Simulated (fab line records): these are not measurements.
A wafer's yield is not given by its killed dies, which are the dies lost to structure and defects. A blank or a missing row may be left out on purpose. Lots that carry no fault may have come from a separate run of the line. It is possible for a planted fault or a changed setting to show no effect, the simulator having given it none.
Which of the tools did it? :: flow berkeley-cmos170 :: 42 wafers from 14 lots sampled at 6 of the route's 331 steps

== WHAT THE GAUGES SHOWED, per wafer ==
UCB170_PLDD_OVL_MEAS_07. Usual: PLDD_OVL -2 nm, standard deviation 4.9.
lot: L815
measured: day 6 05:01
on: overlay-02
PLDD_OVL (nm): -13 -6 -1
flag: 

lot: L817
measured: day 6 19:25
on: overlay-02
PLDD_OVL (nm): -9 -9 -7
flag: 

lot: L818
measured: day 6 23:00
on: overlay-02
PLDD_OVL (nm): 9 3 9
flag: 

lot: L820
measured: day 6 23:23
on: overlay-02
PLDD_OVL (nm): -5 5 1
flag: 

lot: L821
measured: day 8 00:32
on: overlay-01
PLDD_OVL (nm): 0 6 2
flag: 

lot: L823
measured: day 8 00:41
on: overlay-02
PLDD_OVL (nm): 0 -1 3
flag: 

lot: L825
measured: day 8 11:01
on: overlay-02
PLDD_OVL (nm): -3 3 -6
flag: 

lot: L826
measured: day 8 20:42
on: overlay-01
PLDD_OVL (nm): -4 2 -6
flag: 

lot: L831
measured: day 9 12:01
on: overlay-02
PLDD_OVL (nm): 3 -3 1
flag: 

lot: L828
measured: day 9 12:07
on: overlay-01
PLDD_OVL (nm): -5 -6 -8
flag: 

lot: L832
measured: day 10 15:53
on: overlay-02
PLDD_OVL (nm): -2 -8 -1
flag: 

lot: L835
measured: day 10 16:07
on: overlay-01
PLDD_OVL (nm): 2 2 10
flag: 

lot: L836
measured: day 11 02:55
on: overlay-02
PLDD_OVL (nm): 1 2 0
flag: 

lot: L838
measured: day 11 14:25
on: overlay-01
PLDD_OVL (nm): -10 -6 -8
flag: 

UCB170_NLDD_TW_MEAS_11. Usual: NLDD_TW 2207, standard deviation 15.
lot: L815
measured: day 6 07:26
on: film-metro-03
NLDD_TW: 2219 2229 2213
flag: 

lot: L817
measured: day 6 21:53
on: film-metro-03
NLDD_TW: 2207 2213 2225
flag: 

lot: L818
measured: day 7 01:48
on: film-metro-01
NLDD_TW: 2206 2216 2215
flag: 

lot: L820
measured: day 7 01:56
on: film-metro-04
NLDD_TW: 2184 2175 2183
flag: 

lot: L821
measured: day 8 05:09
on: film-metro-01
NLDD_TW: 2216 2212 2228
flag: 

lot: L823
measured: day 8 05:33
on: film-metro-01
NLDD_TW: 2205 2219 2219
flag: 

lot: L825
measured: day 8 17:53
on: film-metro-01
NLDD_TW: 2231 2220 2218
flag: 

lot: L826
measured: day 8 23:17
on: film-metro-04
NLDD_TW: 2188 2189 2197
flag: 

lot: L831
measured: day 9 17:48
on: film-metro-04
NLDD_TW: 2206 2189 2182
flag: 

lot: L828
measured: day 9 19:08
on: film-metro-01
NLDD_TW: 2320 2330 2331
flag: OFF

lot: L832
measured: day 10 18:09
on: film-metro-04
NLDD_TW: 2306 2308 2303
flag: OFF

lot: L835
measured: day 10 18:28
on: film-metro-03
NLDD_TW: 2226 2217 2226
flag: 

lot: L836
measured: day 11 06:26
on: film-metro-03
NLDD_TW: 2218 2213 2199
flag: 

lot: L838
measured: day 11 17:20
on: film-metro-03
NLDD_TW: 2212 2217 2232
flag: 

UCB170_SPACER_THK_MEAS_01. Usual: SPACER_TEOS_THK 376 nm, standard deviation 6.6.
lot: L815
measured: day 6 07:43
on: film-metro-03
SPACER_TEOS_THK (nm): 366 373 378
flag: 

lot: L817
measured: day 6 22:14
on: film-metro-03
SPACER_TEOS_THK (nm): 381 376 386
flag: 

lot: L818
measured: day 7 02:05
on: film-metro-02
SPACER_TEOS_THK (nm): 378 375 382
flag: 

lot: L820
measured: day 7 02:17
on: film-metro-03
SPACER_TEOS_THK (nm): 378 376 385
flag: 

lot: L821
measured: day 8 08:22
on: film-metro-02
SPACER_TEOS_THK (nm): 385 379 385
flag: 

lot: L823
measured: day 8 08:26
on: film-metro-01
SPACER_TEOS_THK (nm): 381 372 385
flag: 

lot: L825
measured: day 8 18:17
on: film-metro-02
SPACER_TEOS_THK (nm): 380 377 387
flag: 

lot: L826
measured: day 8 23:34
on: film-metro-02
SPACER_TEOS_THK (nm): 366 379 370
flag: 

lot: L831
measured: day 9 20:34
on: film-metro-03
SPACER_TEOS_THK (nm): 371 377 378
flag: 

lot: L828
measured: day 9 20:37
on: film-metro-02
SPACER_TEOS_THK (nm): 369 380 381
flag: 

lot: L832
measured: day 10 18:47
on: film-metro-02
SPACER_TEOS_THK (nm): 361 371 383
flag: 

lot: L835
measured: day 10 18:46
on: film-metro-03
SPACER_TEOS_THK (nm): 376 381 379
flag: 

lot: L836
measured: day 11 06:53
on: film-metro-01
SPACER_TEOS_THK (nm): 382 379 386
flag: 

lot: L838
measured: day 11 18:02
on: film-metro-01
SPACER_TEOS_THK (nm): 368 372 381
flag: 

UCB170_SDANNEAL_RS_MEAS_05: measures by four-point-probe. Usual: NLDD_RS 616.2 ohm/sq, standard deviation 1.3.
lot: L815
measured: day 6 19:20
on: film-metro-03
NLDD_RS (ohm/sq): 617.2 618.6 618.3
flag: 

lot: L817
measured: day 7 07:00
on: film-metro-01
NLDD_RS (ohm/sq): 613.4 616.8 614.7
flag: 

lot: L818
measured: day 7 11:26
on: film-metro-01
NLDD_RS (ohm/sq): 615.4 616.8 615.2
flag: 

lot: L820
measured: day 7 10:58
on: film-metro-01
NLDD_RS (ohm/sq): 615.0 616.7 617.1
flag: 

lot: L821
measured: day 8 22:16
on: film-metro-03
NLDD_RS (ohm/sq): 615.4 617.5 616.6
flag: 

lot: L823
measured: day 8 22:35
on: film-metro-04
NLDD_RS (ohm/sq): 617.1 616.8 615.9
flag: 

lot: L825
measured: day 9 05:20
on: film-metro-03
NLDD_RS (ohm/sq): 615.5 614.3 614.5
flag: 

lot: L826
measured: day 9 15:51
on: film-metro-01
NLDD_RS (ohm/sq): 615.4 616.4 614.8
flag: 

lot: L831
measured: day 10 05:10
on: film-metro-03
NLDD_RS (ohm/sq): 615.6 616.4 616.4
flag: 

lot: L828
measured: day 10 05:43
on: film-metro-01
NLDD_RS (ohm/sq): 541.0 543.4 541.3
flag: OFF

lot: L832
measured: day 11 06:20
on: film-metro-03
NLDD_RS (ohm/sq): 541.7 541.3 541.3
flag: OFF

lot: L835
measured: day 11 06:42
on: film-metro-04
NLDD_RS (ohm/sq): 615.0 615.0 616.5
flag: 

lot: L836
measured: day 11 17:26
on: film-metro-04
NLDD_RS (ohm/sq): 618.2 619.2 618.8
flag: 

lot: L838
measured: day 12 04:44
on: film-metro-03
NLDD_RS (ohm/sq): 614.2 614.9 616.3
flag: 

== TOOL THAT RAN EACH LOT (tool first, then ch and the chambers of the sampled wafers, then the start) ==
lot: L815
UCB170_NLDD_IMPLANT_09: implanter-04 ch 0, day 6 07:11
UCB170_SPACER_CVD_00: pecvd-01 ch 0,1,2, day 6 07:41

lot: L817
UCB170_NLDD_IMPLANT_09: implanter-04 ch 0, day 6 21:38
UCB170_SPACER_CVD_00: pecvd-02 ch 0,1, day 6 22:12

lot: L818
UCB170_NLDD_IMPLANT_09: implanter-04 ch 0, day 7 01:34
UCB170_SPACER_CVD_00: pecvd-01 ch 1,2, day 7 02:02

lot: L820
UCB170_NLDD_IMPLANT_09: implanter-01 ch 0, day 7 01:43
UCB170_SPACER_CVD_00: pecvd-02 ch 0,1, day 7 02:14

lot: L821
UCB170_NLDD_IMPLANT_09: implanter-03 ch 0, day 8 04:55
UCB170_SPACER_CVD_00: pecvd-04 ch 0,1,2, day 8 08:19

lot: L823
UCB170_NLDD_IMPLANT_09: implanter-01 ch 0, day 8 05:16
UCB170_SPACER_CVD_00: pecvd-04 ch 1,2, day 8 08:20

lot: L825
UCB170_NLDD_IMPLANT_09: implanter-03 ch 0, day 8 17:39
UCB170_SPACER_CVD_00: pecvd-04 ch 0,2, day 8 18:14

lot: L826
UCB170_NLDD_IMPLANT_09: implanter-04 ch 0, day 8 23:02
UCB170_SPACER_CVD_00: pecvd-01 ch 1,2, day 8 23:31

lot: L831
UCB170_NLDD_IMPLANT_09: implanter-03 ch 0, day 9 17:34
UCB170_SPACER_CVD_00: pecvd-01 ch 1,2, day 9 20:31

lot: L828
UCB170_NLDD_IMPLANT_09: implanter-01 ch 0, day 9 18:55
UCB170_SPACER_CVD_00: pecvd-04 ch 0,1,2, day 9 20:33

lot: L832
UCB170_NLDD_IMPLANT_09: implanter-01 ch 0, day 10 17:53
UCB170_SPACER_CVD_00: pecvd-02 ch 0,1,2, day 10 18:43

lot: L835
UCB170_NLDD_IMPLANT_09: implanter-04 ch 0, day 10 18:13
UCB170_SPACER_CVD_00: pecvd-04 ch 1,2, day 10 18:43

lot: L836
UCB170_NLDD_IMPLANT_09: implanter-03 ch 0, day 11 06:11
UCB170_SPACER_CVD_00: pecvd-04 ch 1,2, day 11 06:50

lot: L838
UCB170_NLDD_IMPLANT_09: implanter-04 ch 0, day 11 17:07
UCB170_SPACER_CVD_00: pecvd-01 ch 0,2, day 11 17:56
- UCB170_NLDD_IMPLANT_09
- UCB170_SPACER_CVD_00: deposits SiO2 from TEOS/O2, target thk 376 nm, time 47 s.

== WHAT THE TOOLS THEMSELVES READ (means of the sampled wafers that have a number; where no wafer has one, the mark that the record gives instead) ==
UCB170_NLDD_IMPLANT_09. Usual: dose-ions-cm2 5.001e+13, standard deviation 6.5e+10; faraday-current-uA 159, standard deviation 3.4.
lot: L815
tool: implanter-04
dose-ions-cm2: 4.996e+13
faraday-current-uA: 159
flag: 

lot: L817
tool: implanter-04
dose-ions-cm2: 5.001e+13
faraday-current-uA: 158
flag: 

lot: L818
tool: implanter-04
dose-ions-cm2: 5.006e+13
faraday-current-uA: 158
flag: 

lot: L820
tool: implanter-01
dose-ions-cm2: 4.999e+13
faraday-current-uA: 158
flag: 

lot: L821
tool: implanter-03
dose-ions-cm2: 5.006e+13
faraday-current-uA: 157
flag: 

lot: L823
tool: implanter-01
dose-ions-cm2: 4.992e+13
faraday-current-uA: 160
flag: 

lot: L825
tool: implanter-03
dose-ions-cm2: 4.997e+13
faraday-current-uA: 158
flag: 

lot: L826
tool: implanter-04
dose-ions-cm2: 5.003e+13
faraday-current-uA: 155
flag: 

lot: L831
tool: implanter-03
dose-ions-cm2: 4.997e+13
faraday-current-uA: 156
flag: 

lot: L828
tool: implanter-01
dose-ions-cm2: 7.087e+13
faraday-current-uA: 219
flag: OFF

lot: L832
tool: implanter-01
dose-ions-cm2: 7.077e+13
faraday-current-uA: 226
flag: OFF

lot: L835
tool: implanter-04
dose-ions-cm2: 5.006e+13
faraday-current-uA: 162
flag: 

lot: L836
tool: implanter-03
dose-ions-cm2: 5.003e+13
faraday-current-uA: 158
flag: 

lot: L838
tool: implanter-04
dose-ions-cm2: 4.997e+13
faraday-current-uA: 160
flag: 

UCB170_SPACER_CVD_00. Usual: heater-power-w 265 W, standard deviation 42.
lot: L815
tool: pecvd-01
heater-power-w (W): 234
flag: 

lot: L817
tool: pecvd-02
heater-power-w (W): 296
flag: 

lot: L818
tool: pecvd-01
heater-power-w (W): 267
flag: 

lot: L820
tool: pecvd-02
heater-power-w (W): 268
flag: 

lot: L821
tool: pecvd-04
heater-power-w (W): 252
flag: 

lot: L823
tool: pecvd-04
heater-power-w (W): 242
flag: 

lot: L825
tool: pecvd-04
heater-power-w (W): 241
flag: 

lot: L826
tool: pecvd-01
heater-power-w (W): 274
flag: 

lot: L831
tool: pecvd-01
heater-power-w (W): 216
flag: 

lot: L828
tool: pecvd-04
heater-power-w (W): 261
flag: 

lot: L832
tool: pecvd-02
heater-power-w (W): 289
flag: 

lot: L835
tool: pecvd-04
heater-power-w (W): 258
flag: 

lot: L836
tool: pecvd-04
heater-power-w (W): 244
flag: 

lot: L838
tool: pecvd-01
heater-power-w (W): 241
flag: 

== THE ANSWER, worked out from the rows above alone ==
Rule: a lot counts as off when the mean over its wafers that have a number is more than 3 standard deviations away from the usual mean. A lot without any number at a reading at which 4 lots or more have one is off too. The other lots that the step has rows for count as sound. Order of review: gauges by route order, followed by the tools' own readings, for which a lot's mean as printed above is used. The first step at which some lot is off is used, and at that step the reading that is off furthest; a lot without a number counts as furthest.
Off: L828, L832, seen at UCB170_NLDD_TW_MEAS_11 (NLDD_TW).
A tool fits if, at a process step before that reading, it ran every lot that is off, and no sound lot after the first of them. Not tried: the gauges at UCB170_NLDD_TW_MEAS_11; whatever is off there is also off at UCB170_NLDD_IMPLANT_09, on other tools, and gauge error can't account for it. One candidate fits, namely implanter-01 at UCB170_NLDD_IMPLANT_09. Its last sound lot is L823 (day 8 05:16), its first lot that is off L828 (day 9 18:55): a fault that began between those two fits.
The tool's own readings at UCB170_NLDD_IMPLANT_09 bear it out: on the lots that are off they differ by more than 5 times the standard deviation of the sound lots' means. dose-ions-cm2 reads 7.082e+13 there against 5.000e+13 on the sound lots; faraday-current-uA reads 222 there against 158 on the sound lots.

== WHAT THE SIMULATOR HAD PUT IN ==
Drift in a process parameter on implanter-01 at UCB170_NLDD_IMPLANT_09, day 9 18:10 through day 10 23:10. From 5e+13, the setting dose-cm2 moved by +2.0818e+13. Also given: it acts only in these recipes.
Struck lots among those shown: L828, L832. The rule above reached the same finding.
